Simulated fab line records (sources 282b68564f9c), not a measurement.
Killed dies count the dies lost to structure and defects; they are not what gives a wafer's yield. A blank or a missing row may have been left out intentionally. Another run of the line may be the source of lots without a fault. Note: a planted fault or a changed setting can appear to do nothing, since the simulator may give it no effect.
Split-lot experiment || flow rit-cmos || route with 202 steps; 5 lots, 23 wafers read

== ABOUT THE SPLIT ==
At RIT_M1_EXPOSE_06 (exposes mask M12, target cd 2600 nm), the setting dose-mj was moved away from the recipe's 250 on 11 of the 23 wafers read, by -3.5% to +4.0%. This setting was run at the recipe's value on the other wafers.

== FROM THE SPLIT TO THE READING: what the file shows between them, 2 steps ==
- RIT_M1_PEB_07
- RIT_M1_DEVELOP_08: develop time 70.99 s

== THE READING ==
At RIT_M1_CD_MEAS_09: cd-nm in nanometres, against a target cd of 2600 nm. On this fab line, fault-free wafers typically give 2599.6 nm with a standard deviation of 2.4 nm.

{"wafer": "L074.1", "tool, chamber at the split": "iline-stepper-02, 0", "dose-mj as run": 250, "against the recipe": "recipe", "cd-nm, nm": 2600.2, "against lot-mates on the recipe": "-"}
{"wafer": "L074.4", "tool, chamber at the split": "iline-stepper-02, 0", "dose-mj as run": 250, "against the recipe": "recipe", "cd-nm, nm": 2599.9, "against lot-mates on the recipe": "-"}
{"wafer": "L074.5", "tool, chamber at the split": "iline-stepper-02, 0", "dose-mj as run": 250, "against the recipe": "recipe", "cd-nm, nm": 2600.1, "against lot-mates on the recipe": "-"}
{"wafer": "L076.1", "tool, chamber at the split": "iline-stepper-02, 0", "dose-mj as run": 241.9, "against the recipe": "-3.2%", "cd-nm, nm": 2609.9, "against lot-mates on the recipe": "+10.0"}
{"wafer": "L076.2", "tool, chamber at the split": "iline-stepper-02, 0", "dose-mj as run": 250, "against the recipe": "recipe", "cd-nm, nm": 2599.9, "against lot-mates on the recipe": "-"}
{"wafer": "L076.4", "tool, chamber at the split": "iline-stepper-02, 0", "dose-mj as run": 241.9, "against the recipe": "-3.2%", "cd-nm, nm": 2609.5, "against lot-mates on the recipe": "+9.6"}
{"wafer": "L076.5", "tool, chamber at the split": "iline-stepper-02, 0", "dose-mj as run": 241.9, "against the recipe": "-3.2%", "cd-nm, nm": 2611.7, "against lot-mates on the recipe": "+11.8"}
{"wafer": "L076.6", "tool, chamber at the split": "iline-stepper-02, 0", "dose-mj as run": 250, "against the recipe": "recipe", "cd-nm, nm": 2599.8, "against lot-mates on the recipe": "-"}
{"wafer": "L077.1", "tool, chamber at the split": "iline-stepper-01, 0", "dose-mj as run": 250, "against the recipe": "recipe", "cd-nm, nm": 2600.2, "against lot-mates on the recipe": "-"}
{"wafer": "L077.3", "tool, chamber at the split": "iline-stepper-01, 0", "dose-mj as run": 260.1, "against the recipe": "+4.0%", "cd-nm, nm": 2590.4, "against lot-mates on the recipe": -10.4}
{"wafer": "L077.4", "tool, chamber at the split": "iline-stepper-01, 0", "dose-mj as run": 260.1, "against the recipe": "+4.0%", "cd-nm, nm": 2590.0, "against lot-mates on the recipe": -10.8}
{"wafer": "L077.5", "tool, chamber at the split": "iline-stepper-01, 0", "dose-mj as run": 250, "against the recipe": "recipe", "cd-nm, nm": 2600.4, "against lot-mates on the recipe": "-"}
{"wafer": "L077.6", "tool, chamber at the split": "iline-stepper-01, 0", "dose-mj as run": 250, "against the recipe": "recipe", "cd-nm, nm": 2601.7, "against lot-mates on the recipe": "-"}
{"wafer": "L081.1", "tool, chamber at the split": "iline-stepper-01, 0", "dose-mj as run": 250, "against the recipe": "recipe", "cd-nm, nm": 2596.5, "against lot-mates on the recipe": "-"}
{"wafer": "L081.2", "tool, chamber at the split": "iline-stepper-01, 0", "dose-mj as run": 241.2, "against the recipe": "-3.5%", "cd-nm, nm": 2607.9, "against lot-mates on the recipe": "+10.1"}
{"wafer": "L081.4", "tool, chamber at the split": "iline-stepper-01, 0", "dose-mj as run": 241.2, "against the recipe": "-3.5%", "cd-nm, nm": 2606.8, "against lot-mates on the recipe": "+9.0"}
{"wafer": "L081.5", "tool, chamber at the split": "iline-stepper-01, 0", "dose-mj as run": 250, "against the recipe": "recipe", "cd-nm, nm": 2599.2, "against lot-mates on the recipe": "-"}
{"wafer": "L081.6", "tool, chamber at the split": "iline-stepper-01, 0", "dose-mj as run": 241.2, "against the recipe": "-3.5%", "cd-nm, nm": 2609.7, "against lot-mates on the recipe": "+11.8"}
{"wafer": "L083.1", "tool, chamber at the split": "iline-stepper-02, 0", "dose-mj as run": 250, "against the recipe": "recipe", "cd-nm, nm": 2600.1, "against lot-mates on the recipe": "-"}
{"wafer": "L083.3", "tool, chamber at the split": "iline-stepper-02, 0", "dose-mj as run": 244.5, "against the recipe": "-2.2%", "cd-nm, nm": 2610.3, "against lot-mates on the recipe": "+8.1"}
{"wafer": "L083.4", "tool, chamber at the split": "iline-stepper-02, 0", "dose-mj as run": 250, "against the recipe": "recipe", "cd-nm, nm": 2604.3, "against lot-mates on the recipe": "-"}
{"wafer": "L083.5", "tool, chamber at the split": "iline-stepper-02, 0", "dose-mj as run": 244.5, "against the recipe": "-2.2%", "cd-nm, nm": 2607.1, "against lot-mates on the recipe": "+4.9"}
{"wafer": "L083.6", "tool, chamber at the split": "iline-stepper-02, 0", "dose-mj as run": 244.5, "against the recipe": "-2.2%", "cd-nm, nm": 2605.3, "against lot-mates on the recipe": "+3.1"}

THE FIT
A straight line over all 23 wafers: cd-nm changes by -2.65 nm for each +1% of dose-mj; r = -0.95; the points scatter about the line by 1.9 nm.
The same after taking each lot's own level away (the mean of its wafers on the recipe; 23 wafers): -2.83 nm for each +1%; r = -0.97; scatter 1.4 nm.
On that fit, the largest move of dose-mj shifts the reading by 11 nm.
Measured against the standard deviation above, the lots' own levels, which go from 2597.85 to 2602.20 nm, span 1.8 times it.
Consequently the slope shifts little with the lot-to-lot level, the two slopes agreeing.
Check: -11.6 nm against its lot-mates is what the line predicts for one of the wafers moved furthest among these (+4.0%) when that wafer is left out of the fit. It came out at -10.4 nm against them.

== FURTHER SPLITS ON THESE WAFERS ==
Other splits were also applied to these wafers ahead of the reading. Each is held against what the fit with the lots' levels taken away leaves over:
{"other split on the same wafers": "RIT_PLDD_IMPLANT_08 energy-kev", "wafers away from the commonest value": 7, "r with cd-nm (lot level and that fit taken away)": "+0.41"}
{"other split on the same wafers": "RIT_SPACER_ETCHBACK_05 time-s", "wafers away from the commonest value": 7, "r with cd-nm (lot level and that fit taken away)": -0.09}
{"other split on the same wafers": "RIT_PSD_IMPLANT_08 energy-kev", "wafers away from the commonest value": 7, "r with cd-nm (lot level and that fit taken away)": -0.18}
{"other split on the same wafers": "RIT_CONTACT_COAT_03 resist-thk-nm", "wafers away from the commonest value": 10, "r with cd-nm (lot level and that fit taken away)": "+0.12"}
{"other split on the same wafers": "RIT_CONTACT_DEVELOP_07 develop-time-s", "wafers away from the commonest value": 9, "r with cd-nm (lot level and that fit taken away)": -0.09}
{"other split on the same wafers": "RIT_M1_SPUTTER_00 power-w", "wafers away from the commonest value": 9, "r with cd-nm (lot level and that fit taken away)": -0.28}

== FILE'S OWN FIT ==
cd-nm changes by -2.83 nm for each +1% of dose-mj, r = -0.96.
